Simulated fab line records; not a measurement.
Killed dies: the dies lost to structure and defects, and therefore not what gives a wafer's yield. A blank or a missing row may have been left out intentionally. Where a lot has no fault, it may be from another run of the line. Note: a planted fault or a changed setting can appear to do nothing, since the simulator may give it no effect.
fab line records	flow ritCmos
record lots=13	wafers=39	lastDay=7
route steps=202 shown CONTACT@173 M1@202
lots with no fault: from the same line, run without faults
startH: hours from the record's opening day to when the first of the lot's shown wafers began	waitH: how many hours have passed since the lot's step before this one	" the same as in the row above	L1.1+2: a single row standing in for several wafers	- no value present, or no start provided	* or withheld: withheld	< > ~ a bound
route shown NAME@n: a module of which the file shows steps, and the number in the route of the first	usual: mean/standard deviation taken from wafers without a fault	same: alike in all rows	chamber/n: place in a boat	sites: each site's reading	_std_site: the values' standard deviation	_edge_site: outer sites' mean less inner sites'	radiusMm: for every site, how far away it sits from the centre of the wafer	mask NAME#n: copy n	behind: the last tool/chamber to shape the wafer	hold: what put the lot on hold/how long, in hours/how the hold closed	device: names the non-switching transistor (n, p or np)	end of line: the tests these same wafers got at the end of their route	a step without rows: its recipe alone	killed: count of dies lost to structure and defects at first sort (not the wafer's yield)	map: a wafer's dies, marking killed ones x, the rest . and places with no die _
set.NAME: the run value of the setting; set.NAME@STEP: its run value at that earlier step	model.NAME: the simulator's own value behind a step, which no gauge read
one table for each step of the route and one row for each wafer, over a sample of lots
services: a tool's chamber out of use, with start hour (startH, from the record's first day; less than 0 if before it), hours out, and reason
## steps
# step RIT_CONTACT_EXPOSE_05
# recipe maskId=M11	na=0.6	sourceShape=conventional	sigmaOuter=0.5	targetCdNm=1000	doseMj=244.7
# usual stageVelMmS=500.01/0.23
lot.wafer	tool	chamber	startH	waitH	mask	stageVelMmS
L632.1	ilineStepper-01	0	52.54	0.4	M11#0	499.81
L632.4	"	0	"	"	M11#0	499.76
L632.5	"	0	"	"	M11#0	499.83
L633.1	ilineStepper-02	0	60.44	0.2	M11#0	500.52
L633.2	"	0	"	"	M11#0	500.17
L633.5	"	0	"	"	M11#0	500.25
L634.3	ilineStepper-01	0	63.22	0.2	M11#0	500.16
L634.4	"	0	"	"	M11#0	499.96
L634.6	"	0	"	"	M11#0	500.06
L635.1	ilineStepper-02	0	66.57	0.2	M11#0	499.79
L635.3	"	0	"	"	M11#0	499.77
L635.4	"	0	"	"	M11#0	499.57
L636.2	ilineStepper-01	0	71.87	0.2	M11#0	500.22
L636.5	"	0	"	"	M11#0	499.80
L636.6	"	0	"	"	M11#0	499.86
L637.1	ilineStepper-01	0	76.95	0.1	M11#0	500.03
L637.2	"	0	"	"	M11#0	499.90
L637.5	"	0	"	"	M11#0	500.15
L638.3	ilineStepper-01	0	83.79	0.1	M11#0	500.28
L638.5	"	0	"	"	M11#0	500.11
L638.6	"	0	"	"	M11#0	500.17
L642.1	ilineStepper-02	0	103.97	0.1	M11#0	499.96
L642.2	"	0	"	"	M11#0	499.66
L642.3	"	0	"	"	M11#0	499.48
L643.2	ilineStepper-02	0	109.20	0.1	M11#0	500.26
L643.3	"	0	"	"	M11#0	500.36
L643.4	"	0	"	"	M11#0	500.15
L644.2	ilineStepper-02	0	112.06	0.1	M11#0	499.86
L644.4	"	0	"	"	M11#0	500.10
L644.5	"	0	"	"	M11#0	499.81
L648.2	ilineStepper-02	0	130.33	0.2	M11_R1#0	500.07
L648.3	"	0	"	"	M11_R1#0	499.92
L648.6	"	0	"	"	M11_R1#0	500.15
L649.1	ilineStepper-01	0	136.78	0.2	M11#0	499.82
L649.5	"	0	"	"	M11#0	500.21
L649.6	"	0	"	"	M11#0	500.35
L655.2	ilineStepper-02	0	165.72	0.1	M11#0	500.16
L655.4	"	0	"	"	M11#0	499.77
L655.6	"	0	"	"	M11#0	499.86
# step RIT_CONTACT_CD_MEAS_08
# recipe targetCdNm=1000
# usual cdNm=1000.3/2.2
lot.wafer	tool	chamber	startH	waitH	hold	cdNm
L632.1	cdSem-02	-	53.21	-	-	1002.6
L632.4	"	-	"	"	-	1002.2
L632.5	"	-	"	"	-	1002.1
L633.1	cdSem-01	-	60.96	-	-	1004.9
L633.2	"	-	"	"	-	1004.6
L633.5	"	-	"	"	-	1004.4
L634.3	cdSem-01	-	63.74	-	-	999.2
L634.4	"	-	"	"	-	1001.5
L634.6	"	-	"	"	-	1000.3
L635.1	cdSem-02	-	67.09	-	-	1000.2
L635.3	"	-	"	"	-	1003.3
L635.4	"	-	"	"	-	1003.8
L636.2	cdSem-01	-	72.39	-	-	1001.3
L636.5	"	-	"	"	-	1002.9
L636.6	"	-	"	"	-	1002.4
L637.1	cdSem-01	-	77.46	-	-	1000.5
L637.2	"	-	"	"	-	1001.8
L637.5	"	-	"	"	-	1000.3
L638.3	cdSem-02	-	84.31	-	-	1004.4
L638.5	"	-	"	"	-	1001.9
L638.6	"	-	"	"	-	1003.9
L642.1	cdSem-01	-	104.49	-	-	1002.6
L642.2	"	-	"	"	-	1002.3
L642.3	"	-	"	"	-	1003.5
L643.2	cdSem-02	-	109.72	-	-	1000.9
L643.3	"	-	"	"	-	999.5
L643.4	"	-	"	"	-	1002.4
L644.2	cdSem-01	-	112.66	-	-	999.6
L644.4	"	-	"	"	-	999.4
L644.5	"	-	"	"	-	999.7
L648.2	cdSem-02	-	130.85	-	awaitDispo/0.2h/release	1150.6
L648.3	"	-	"	"	awaitDispo/0.2h/release	1149.8
L648.6	"	-	"	"	awaitDispo/0.2h/release	1150.1
L648.2	cdSem-02	-	131.13	0.3	-	1150.3
L648.3	"	-	"	"	-	1150.2
L648.6	"	-	"	"	-	1150.0
L649.1	cdSem-02	-	137.30	-	-	999.4
L649.5	"	-	"	"	-	1000.5
L649.6	"	-	"	"	-	998.3
L655.2	cdSem-02	-	166.27	-	-	998.1
L655.4	"	-	"	"	-	1001.7
L655.6	"	-	"	"	-	999.0
# step RIT_M1_PROBE_99
# usual defectLimitedYield=97.4/1.1	killed_at_M0_to_M3=0.0/0.14	killedAtContacts=0.0/0.22	killedAtFrontEnd=6.9/3	killedDies=6.9/3	killedOpen=3.5/2	killedShort=3.4/2.1	sort_bin_3_pad_short=0.1/0.23	sort_bin_5_function=1.5/0.85	sort_bin_6_memory=1.0/0.59	sortNPass=257.1/3	sortYieldPct=97.4/1.1
# same grossDies=264	killed_at_M4_up=0	killedAtBackSide=0	killedAtOther=0
lot.wafer	tool	chamber	startH	waitH	defectLimitedYield[%]	killed_at_M0_to_M3	killedAtContacts	killedAtFrontEnd	killedDies	killedOpen	killedShort	sort_bin_3_pad_short[%]	sort_bin_5_function[%]	sort_bin_6_memory[%]	sortNPass	sortYieldPct[%]
L637.1	prober-02	-	82.84	0.1	96.6	0	0	9	9	3	6	0.4	1.9	1.1	255.0	96.6
L637.2	prober-02	-	82.89	0.1	97.7	0	0	6	6	3	3	0	1.5	0.8	258.0	97.7
L637.5	prober-02	-	83.04	0.2	98.1	0	0	5	5	2	3	0	1.5	0.4	259.0	98.1
L638.3	prober-01	-	89.54	0.2	97.3	0	0	7	7	4	3	0	1.5	1.1	257.0	97.3
L638.5	prober-01	-	89.64	0.2	99.6	0	0	1	1	0	1	0	0.4	0	263.0	99.6
L638.6	prober-01	-	89.69	0.2	98.1	0	0	5	5	2	3	0	1.5	0.4	259.0	98.1
L642.1	prober-01	-	110.48	0.1	97.3	0	0	7	7	1	6	0.4	1.5	0.8	257.0	97.3
L642.2	prober-01	-	110.53	0.1	95.8	0	0	11	11	2	9	0	2.7	1.5	253.0	95.8
L642.3	prober-01	-	110.58	0.2	97.3	0	0	7	7	3	4	0.4	1.5	0.8	257.0	97.3
L643.2	prober-02	-	115.87	0.1	97.0	0	0	8	8	4	4	0.4	0.8	1.9	256.0	97.0
L643.3	prober-02	-	115.92	0.2	98.1	0	0	5	5	2	3	0.4	0.4	1.1	259.0	98.1
L643.4	prober-02	-	115.97	0.2	98.5	0	0	4	4	3	1	0	0.4	1.1	260.0	98.5
L644.2	prober-01	-	117.96	0.1	98.1	0	0	5	5	3	2	0	0.8	1.1	259.0	98.1
L644.4	prober-01	-	118.06	0.2	97.3	0	0	7	7	2	5	0	1.9	0.8	257.0	97.3
L644.5	prober-01	-	118.11	0.2	97.3	0	0	7	7	4	3	0	1.9	0.8	257.0	97.3
L649.1	prober-02	-	142.64	0.1	97.3	0	0	7	7	2	5	0	1.9	0.8	257.0	97.3
L649.5	prober-02	-	142.84	0.2	96.2	0	0	10	10	1	9	0.4	2.3	1.1	254.0	96.2
L649.6	prober-02	-	142.89	0.2	97.0	0	0	8	8	3	5	0	2.3	0.8	256.0	97.0
# killed by level:class
L637.1 REOX:geometricParticle:short=3 GATE:geometricParticle:short=2 FOX1:geometricParticle:open=1 GATE:geometricParticle:open=1 SILICIDE:geometricParticle:open=1 SILICIDE:geometricParticle:short=1
L637.2 GATE:geometricParticle:short=3 GATE:geometricParticle:open=3
L637.5 SPACER:geometricParticle:short=3 GATE:geometricParticle:open=1 SILICIDE:geometricParticle:open=1
L638.3 REOX:geometricParticle:open=3 FOX2:geometricParticle:open=1 FOX2:geometricParticle:short=1 GATE:geometricParticle:short=1 SPACER:geometricParticle:short=1
L638.5 GATE:geometricParticle:short=1
L638.6 FOX1:geometricParticle:short=1 FOX2:geometricParticle:short=1 GATE:geometricParticle:short=1 GATE:geometricParticle:open=1 REOX:geometricParticle:open=1
L642.1 GATE:geometricParticle:short=4 REOX:geometricParticle:short=2 FOX2:geometricParticle:open=1
L642.2 REOX:geometricParticle:short=4 FOX1:geometricParticle:short=2 GATE:geometricParticle:open=2 GATE:geometricParticle:short=2 SILICIDE:geometricParticle:short=1
L642.3 GATE:geometricParticle:short=2 SPACER:geometricParticle:short=2 FOX1:geometricParticle:open=1 GATE:geometricParticle:open=1 REOX:geometricParticle:open=1
L643.2 GATE:geometricParticle:open=3 GATE:geometricParticle:short=2 FOX1:geometricParticle:short=1 FOX1:geometricParticle:open=1 SILICIDE:geometricParticle:short=1
L643.3 GATE:geometricParticle:short=2 FOX1:geometricParticle:open=1 GATE:geometricParticle:open=1 SPACER:geometricParticle:short=1
L643.4 FOX1:geometricParticle:open=1 FOX2:geometricParticle:open=1 REOX:geometricParticle:open=1 REOX:geometricParticle:short=1
L644.2 SILICIDE:geometricParticle:open=2 FOX1:geometricParticle:open=1 GATE:geometricParticle:short=1 REOX:geometricParticle:short=1
L644.4 GATE:geometricParticle:short=3 REOX:geometricParticle:open=1 SPACER:geometricParticle:short=1 SILICIDE:geometricParticle:short=1 SILICIDE:geometricParticle:open=1
L644.5 REOX:geometricParticle:open=2 SILICIDE:geometricParticle:open=2 REOX:geometricParticle:short=1 SPACER:geometricParticle:short=1 SILICIDE:geometricParticle:short=1
L649.1 GATE:geometricParticle:open=2 GATE:geometricParticle:short=2 FOX1:geometricParticle:short=1 FOX2:geometricParticle:short=1 REOX:geometricParticle:short=1
L649.5 GATE:geometricParticle:short=6 FOX1:geometricParticle:short=1 FOX2:geometricParticle:open=1 REOX:geometricParticle:short=1 SPACER:geometricParticle:short=1
L649.6 GATE:geometricParticle:short=5 GATE:geometricParticle:open=2 FOX2:geometricParticle:open=1
## services
tool	chamber	startH	hours	kind
ilineStepper-02	-	46.82	7.0	repair
ilineStepper-02	-	70.42	1.7	pm
ilineStepper-01	-	77.06	1.7	pm
ilineStepper-02	0	95.01	-	calibration
ilineStepper-01	-	97.88	9.3	repair
ilineStepper-01	0	146.74	-	calibration
## key
firstSign step=RIT_CONTACT_EXPOSE_05	reading=mask	direction=changed
effect step=RIT_CONTACT_CD_MEAS_08	reading=visit	direction=added
effect step=RIT_CONTACT_CD_MEAS_08	reading=cdNm	direction=up	sigmas=68	usual=1000.3	struck=1150.2
metAt RIT_CONTACT_EXPOSE_05
struckLots L648
scrappedBehind RIT_CONTACT_CD_MEAS_08 L648.2,L648.3,L648.6
onsetBetween 112.06 130.33
fault kind=wrongMask	tool=any	chamber=-	onsetH=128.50	steps=RIT_CONTACT_EXPOSE_05	auxCopy=M11_R1#0	cdOffsetNm=150	scope=struckLotsOnly
